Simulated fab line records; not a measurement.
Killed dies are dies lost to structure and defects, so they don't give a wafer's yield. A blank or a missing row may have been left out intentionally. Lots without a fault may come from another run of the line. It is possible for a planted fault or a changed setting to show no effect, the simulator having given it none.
The tool behind it: which one? ; flow berkeley cmos170 ; 13 lots, 39 wafers sampled, at 5 steps of a route of 331

## WHAT THE GAUGES READ, wafer by wafer
UCB170_CONTACT_CD_MEAS_15: the cd target is 700 nm. Usual: cd nm 700.0 nm, standard deviation 1.2.
lot;measured;on;cd nm (nm);flag
L685;day 7 08:23;cd sem-01;698.0 698.2 698.1;
L684;day 7 08:52;cd sem-02;699.6 699.9 701.7;
L687;day 7 16:19;cd sem-01;703.0 700.2 700.7;
L686;day 7 16:48;cd sem-01;697.8 697.3 699.5;
L688;day 8 06:21;cd sem-01;698.6 698.2 699.3;
L690;day 8 18:01;cd sem-01;698.5 698.7 699.2;
L692;day 8 18:14;cd sem-02;699.2 698.5 699.4;
L693;day 9 09:39;cd sem-02;701.4 701.8 700.1;
L694;day 9 11:02;cd sem-01;701.0 700.0 700.6;
L700;day 10 11:54;cd sem-01;699.0 699.9 699.0;
L701;day 10 14:08;cd sem-01;702.5 701.8 702.2;
L702;day 10 14:17;cd sem-02;700.3 699.2 699.6;
L706;day 11 21:33;cd sem-02;700.5 702.5 700.3;

UCB170_V2_THK_MEAS_01. Usual: V2_TEOS_THK typically reads 1998 nm, with standard deviation 27.
lot;measured;on;V2_TEOS_THK (nm);flag
L685;day 7 21:58;film metro-02;1989 2020 2018;
L684;day 7 22:19;film metro-03;1982 2034 2020;
L687;day 8 06:37;film metro-03;1999 2008 2018;
L686;day 8 06:29;film metro-04;1978 2044 2019;
L688;day 8 17:28;film metro-03;1985 1985 1993;
L690;day 9 07:11;film metro-04;1950 1977 2016;
L692;day 9 07:27;film metro-02;1986 2041 2029;
L693;day 9 23:04;film metro-02;1994 2011 2004;
L694;day 9 22:49;film metro-03;1988 2006 2015;
L700;day 10 23:53;film metro-04;1966 2003 1984;
L701;day 11 02:41;film metro-02;1966 1999 1978;
L702;day 11 02:25;film metro-04;1948 1967 2000;
L706;day 12 10:41;film metro-02;1968 1999 2006;

## WHICH TOOL RAN EACH LOT (tool, then ch and the chambers of the sampled wafers, then the start)
lot;UCB170_CONTACT_ETCH_17;UCB170_M1_METAL_ETCH_12;UCB170_M1_STRIP_13
L685;rie diel-02 ch 1,2,3, day 7 08:30;rie metal-03 ch 0,1, day 7 11:19;plasma asher-02 ch 0,1, day 7 11:26
L684;rie diel-03 ch 0,1,3, day 7 09:02;rie metal-01 ch 0,1, day 7 11:49;plasma asher-03 ch 0,1, day 7 11:57
L687;rie diel-03 ch 0,2,3, day 7 16:28;rie metal-01 ch 0,1, day 7 19:26;plasma asher-02 ch 0,1, day 7 19:34
L686;rie diel-01 ch 0,1,2, day 7 16:55;rie metal-02 ch 0,1, day 7 19:37;plasma asher-01 ch 0,1, day 7 19:44
L688;rie diel-02 ch 0,3, day 8 06:31;rie metal-03 ch 0,1, day 8 08:28;plasma asher-03 ch 0,1, day 8 08:35
L690;rie diel-03 ch 0,1, day 8 18:10;rie metal-03 ch 0,1, day 8 20:08;plasma asher-02 ch 0,1, day 8 20:16
L692;rie diel-01 ch 0,2,3, day 8 18:24;rie metal-01 ch 1, day 8 20:15;plasma asher-01 ch 0,1, day 8 20:23
L693;rie diel-01 ch 0,1,2, day 9 09:49;rie metal-01 ch 0,1, day 9 12:29;plasma asher-03 ch 0,1, day 9 12:38
L694;rie diel-03 ch 1,2, day 9 11:08;rie metal-02 ch 0,1, day 9 13:37;plasma asher-03 ch 0,1, day 9 13:44
L700;rie diel-02 ch 0,1,3, day 10 12:01;rie metal-01 ch 0,1, day 10 14:09;plasma asher-02 ch 0,1, day 10 14:16
L701;rie diel-03 ch 0,1, day 10 14:18;rie metal-03 ch 0,1, day 10 16:13;plasma asher-03 ch 0,1, day 10 16:21
L702;rie diel-01 ch 0,1,2, day 10 14:26;rie metal-02 ch 0,1, day 10 16:29;plasma asher-01 ch 0,1, day 10 16:37
L706;rie diel-02 ch 2,3, day 11 21:40;rie metal-03 ch 0,1, day 11 23:52;plasma asher-02 ch 0,1, day 11 23:59
- UCB170_CONTACT_ETCH_17: etches BARC in N2/H2.
- UCB170_M1_METAL_ETCH_12: etches Al in Cl2/BCl3, stops on PSG, target depth 780 nm, time 130 s.
- UCB170_M1_STRIP_13: strips in O2.

## AS READ BY THE TOOLS THEMSELVES (means over the sampled wafers that have a number; for cases with no such wafer, the mark the record gives instead)
UCB170_CONTACT_ETCH_17. Usual: bias w 100.01 W, standard deviation 0.27; drypump motor current A 5.7 A, standard deviation 0.47; oes product au 0.998 a.u., standard deviation 0.014; rf fwd power W 494.5 W, standard deviation 2.2; throttle valve pct 13.23 %, standard deviation 0.14.
lot;tool;bias w (W);drypump motor current A (A);oes product au (a.u.);rf fwd power W (W);throttle valve pct (%);flag
L685;rie diel-02;100.11;5.6;0.998;495.8;13.24;
L684;rie diel-03;99.75;5.9;0.991;496.1;13.11;
L687;rie diel-03;100.19;5.8;1.006;495.2;13.18;
L686;rie diel-01;99.88;5.3;1.005;494.1;13.34;
L688;rie diel-02;100.04;5.6;0.994;493.3;13.35;
L690;rie diel-03;100.60;5.5;0.993;494.6;13.17;
L692;rie diel-01;99.86;5.5;0.999;493.7;13.24;
L693;rie diel-01;99.87;5.3;0.999;494.4;13.34;
L694;rie diel-03;100.10;6.3;1.000;494.4;13.10;
L700;rie diel-02;100.07;5.6;0.999;493.8;13.32;
L701;rie diel-03;100.15;5.5;0.997;495.3;13.17;
L702;rie diel-01;100.09;5.3;0.997;494.7;13.34;
L706;rie diel-02;100.12;5.8;0.976;497.3;13.28;

UCB170_M1_METAL_ETCH_12. Usual: bcl3 flow sccm 44.97 sccm (standard deviation 0.12); bias w 120.0 W (standard deviation 0.34); drypump motor current A 5.3 A (standard deviation 0.4); oes product au 0.854 a.u. (standard deviation 0.013); rf fwd power W 596.8 W (standard deviation 2.2); run length s 158.4 s (standard deviation 0.5); throttle valve pct 24.29 % (standard deviation 0.14).
lot;tool;bcl3 flow sccm (sccm);bias w (W);drypump motor current A (A);oes product au (a.u.);rf fwd power W (W);run length s (s);throttle valve pct (%);flag
L685;rie metal-03;44.92;120.0;4.9;0.866;598.9;158.1;24.22;
L684;rie metal-01;44.94;120.7;5.1;0.864;598.5;158.6;24.27;
L687;rie metal-01;45.05;120.0;5.1;0.857;597.9;158.7;24.28;
L686;rie metal-02;45.03;119.8;5.8;0.839;596.8;158.3;24.26;
L688;rie metal-03;44.95;120.2;5.1;0.867;597.6;157.9;24.21;
L690;rie metal-03;44.95;120.2;5.0;0.871;598.1;157.9;24.18;
L692;rie metal-01;45.09;120.6;5.5;0.844;595.0;159.4;24.51;
L693;rie metal-01;45.07;119.7;5.1;0.867;595.4;158.8;24.28;
L694;rie metal-02;45.08;119.9;5.8;0.846;598.0;158.1;24.35;
L700;rie metal-01;45.06;119.7;5.1;0.838;596.1;166.5;24.30;OFF
L701;rie metal-03;44.88;120.2;5.1;0.858;596.7;157.8;24.20;
L702;rie metal-02;44.92;120.1;5.8;0.848;596.5;158.5;24.36;
L706;rie metal-03;44.98;119.8;4.9;0.855;595.6;158.1;24.22;

UCB170_M1_STRIP_13. Usual: drypump motor current A 5.4 A, standard deviation 0.43; oes product au 0.721 a.u., standard deviation 0.0049.
lot;tool;drypump motor current A (A);oes product au (a.u.);flag
L685;plasma asher-02;5.3;0.717;
L684;plasma asher-03;5.4;0.719;
L687;plasma asher-02;5.3;0.722;
L686;plasma asher-01;5.5;0.726;
L688;plasma asher-03;5.7;0.724;
L690;plasma asher-02;5.3;0.716;
L692;plasma asher-01;5.5;0.717;
L693;plasma asher-03;5.4;0.722;
L694;plasma asher-03;5.7;0.718;
L700;plasma asher-02;5.3;0.711;
L701;plasma asher-03;5.7;0.720;
L702;plasma asher-01;5.2;0.725;
L706;plasma asher-02;5.3;0.719;

## THE ANSWER, worked out from the rows above alone
Rule: a lot counts as off when the mean over its wafers that have a number is more than 3 standard deviations away from the usual mean. Also off: a lot with no number at a reading for which 4 or more lots have one. All remaining lots with rows at the step are treated as sound. The gauges are gone through in route order, then the tools' own readings, and for those a lot's mean is taken as printed above. At the first step where some lot is off, the reading lying furthest off is the one used; lots without a number count as furthest.
Off, at UCB170_M1_METAL_ETCH_12 on run length s: L700.
A tool fits if, at that step or a process step before it, it ran every lot that is off, and no sound lot after the first of them. One candidate fits, namely rie metal-01 at UCB170_M1_METAL_ETCH_12. A fault onset in the window from L693 (day 9 12:29, its last sound lot) to L700 (day 10 14:09, its first lot off) fits.
The tool's own readings at UCB170_M1_METAL_ETCH_12 bear it out: on the lots that are off they differ by more than 5 times the standard deviation of the sound lots' means. run length s reads 166.5 s there against 158.3 s on the sound lots.

## WHAT THE SIMULATOR HAD PUT IN
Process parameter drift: rie metal-01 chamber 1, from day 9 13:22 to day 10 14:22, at UCB170_M1_METAL_ETCH_12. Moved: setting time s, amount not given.
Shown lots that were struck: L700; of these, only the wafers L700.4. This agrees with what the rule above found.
